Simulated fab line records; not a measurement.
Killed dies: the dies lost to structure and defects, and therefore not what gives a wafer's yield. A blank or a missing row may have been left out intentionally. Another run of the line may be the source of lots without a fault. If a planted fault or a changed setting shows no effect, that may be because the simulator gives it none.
Tool commonality check || flow rit cmos || Sample size 15 lots and 45 wafers

WHY THIS WAS OPENED
3 of 15 lots carry a flag on the reading PRETRO_TW at RIT_PRETRO_TW_MEAS_10. Wafers without a fault read 471, standard deviation 4.5.
Rule: flag the lot when none of its wafers has a number, or when each of its wafers that has one lies beyond 4 standard deviations from that mean. All remaining lots are regarded as sound.

{"lot": "L153", "measured": "day 2 09:19", "on": "film metro-04", "PRETRO_TW, wafer by wafer": "474 473 471", "flag": ""}
{"lot": "L154", "measured": "day 2 13:56", "on": "film metro-02", "PRETRO_TW, wafer by wafer": "475 475 478", "flag": ""}
{"lot": "L158", "measured": "day 3 11:31", "on": "film metro-04", "PRETRO_TW, wafer by wafer": "475 472 473", "flag": ""}
{"lot": "L159", "measured": "day 3 19:43", "on": "film metro-01", "PRETRO_TW, wafer by wafer": "465 464 467", "flag": ""}
{"lot": "L161", "measured": "day 4 01:44", "on": "film metro-02", "PRETRO_TW, wafer by wafer": "505 503 507", "flag": "FLAGGED"}
{"lot": "L162", "measured": "day 4 09:50", "on": "film metro-01", "PRETRO_TW, wafer by wafer": "495 495 494", "flag": "FLAGGED"}
{"lot": "L164", "measured": "day 4 16:10", "on": "film metro-02", "PRETRO_TW, wafer by wafer": "505 504 505", "flag": "FLAGGED"}
{"lot": "L167", "measured": "day 5 11:03", "on": "film metro-02", "PRETRO_TW, wafer by wafer": "474 476 476", "flag": ""}
{"lot": "L168", "measured": "day 5 13:46", "on": "film metro-01", "PRETRO_TW, wafer by wafer": "467 465 467", "flag": ""}
{"lot": "L170", "measured": "day 6 02:45", "on": "film metro-01", "PRETRO_TW, wafer by wafer": "468 469 470", "flag": ""}
{"lot": "L172", "measured": "day 6 17:09", "on": "film metro-01", "PRETRO_TW, wafer by wafer": "468 469 467", "flag": ""}
{"lot": "L173", "measured": "day 6 23:08", "on": "film metro-02", "PRETRO_TW, wafer by wafer": "478 476 478", "flag": ""}
{"lot": "L174", "measured": "day 7 04:14", "on": "film metro-04", "PRETRO_TW, wafer by wafer": "473 471 474", "flag": ""}
{"lot": "L175", "measured": "day 7 10:37", "on": "film metro-01", "PRETRO_TW, wafer by wafer": "463 463 467", "flag": ""}
{"lot": "L176", "measured": "day 7 15:48", "on": "film metro-01", "PRETRO_TW, wafer by wafer": "468 464 465", "flag": ""}
Average over the flagged lots: 501; offset from the usual +30, equal to +7 standard deviations.

WHICH TOOL RAN EACH LOT
The record holds 1 process step before the reading, out of a route of 202 steps. Cell contents, in order: the tool; ch with the chambers the sampled wafers went through; the start.
{"lot": "L153", "flag": "", "RIT_PRETRO_IMPLANT_08": "implanter-04 ch 0, day 2 08:59"}
{"lot": "L154", "flag": "", "RIT_PRETRO_IMPLANT_08": "implanter-03 ch 0, day 2 13:37"}
{"lot": "L158", "flag": "", "RIT_PRETRO_IMPLANT_08": "implanter-01 ch 0, day 3 11:11"}
{"lot": "L159", "flag": "", "RIT_PRETRO_IMPLANT_08": "implanter-03 ch 0, day 3 19:26"}
{"lot": "L161", "flag": "FLAGGED", "RIT_PRETRO_IMPLANT_08": "implanter-03 ch 0, day 4 01:26"}
{"lot": "L162", "flag": "FLAGGED", "RIT_PRETRO_IMPLANT_08": "implanter-03 ch 0, day 4 09:31"}
{"lot": "L164", "flag": "FLAGGED", "RIT_PRETRO_IMPLANT_08": "implanter-03 ch 0, day 4 15:52"}
{"lot": "L167", "flag": "", "RIT_PRETRO_IMPLANT_08": "implanter-01 ch 0, day 5 10:46"}
{"lot": "L168", "flag": "", "RIT_PRETRO_IMPLANT_08": "implanter-01 ch 0, day 5 13:26"}
{"lot": "L170", "flag": "", "RIT_PRETRO_IMPLANT_08": "implanter-04 ch 0, day 6 02:27"}
{"lot": "L172", "flag": "", "RIT_PRETRO_IMPLANT_08": "implanter-04 ch 0, day 6 16:52"}
{"lot": "L173", "flag": "", "RIT_PRETRO_IMPLANT_08": "implanter-01 ch 0, day 6 22:49"}
{"lot": "L174", "flag": "", "RIT_PRETRO_IMPLANT_08": "implanter-04 ch 0, day 7 03:56"}
{"lot": "L175", "flag": "", "RIT_PRETRO_IMPLANT_08": "implanter-01 ch 0, day 7 10:19"}
{"lot": "L176", "flag": "", "RIT_PRETRO_IMPLANT_08": "implanter-01 ch 0, day 7 15:29"}
What the steps here do:
- RIT_PRETRO_IMPLANT_08
- RIT_PRETRO_TW_MEAS_10

FLAGGED OVER TOTAL, TOOL BY TOOL (the gauges that took the reading come last)
{"step": "RIT_PRETRO_IMPLANT_08", "tool": "implanter-01", "lots run": 6, "flagged": 0, "share of the flagged lots": "none", "sound lots run after its first flagged lot": "-"}
{"step": "RIT_PRETRO_IMPLANT_08", "tool": "implanter-03", "lots run": 5, "flagged": 3, "share of the flagged lots": "all", "sound lots run after its first flagged lot": 0}
{"step": "RIT_PRETRO_IMPLANT_08", "tool": "implanter-04", "lots run": 4, "flagged": 0, "share of the flagged lots": "none", "sound lots run after its first flagged lot": "-"}
{"step": "RIT_PRETRO_TW_MEAS_10", "tool": "film metro-01", "lots run": 7, "flagged": 1, "share of the flagged lots": "some", "sound lots run after its first flagged lot": "5 (L168,L170,L172,L175,L176)"}
{"step": "RIT_PRETRO_TW_MEAS_10", "tool": "film metro-02", "lots run": 5, "flagged": 2, "share of the flagged lots": "some", "sound lots run after its first flagged lot": "2 (L167,L173)"}
{"step": "RIT_PRETRO_TW_MEAS_10", "tool": "film metro-04", "lots run": 3, "flagged": 0, "share of the flagged lots": "none", "sound lots run after its first flagged lot": "-"}

WHAT THE TABLE ALLOWS
Rows of the table that ran each flagged lot: 1, that is implanter-03 at RIT_PRETRO_IMPLANT_08.
- implanter-03 at RIT_PRETRO_IMPLANT_08 ran 5 lots, 3 of them flagged. Its last sound lot is L159 (day 3 19:26), its first flagged lot L161 (day 4 01:26): a fault that began between those two fits. Its own readings (beam on s, end station pressure torr, faraday current uA) fall more than 4 standard deviations out on all wafers of the flagged lots.
implanter-03 at RIT_PRETRO_IMPLANT_08 is the single tool remaining.

WHAT THE SIMULATOR PUT IN
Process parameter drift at RIT_PRETRO_IMPLANT_08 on implanter-03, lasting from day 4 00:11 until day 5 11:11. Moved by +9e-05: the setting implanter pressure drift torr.
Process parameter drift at RIT_PRETRO_IMPLANT_08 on implanter-03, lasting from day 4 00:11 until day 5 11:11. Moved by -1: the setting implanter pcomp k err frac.
Shown lots that were struck: L161, L162, L164. The rule given above showed the same thing.
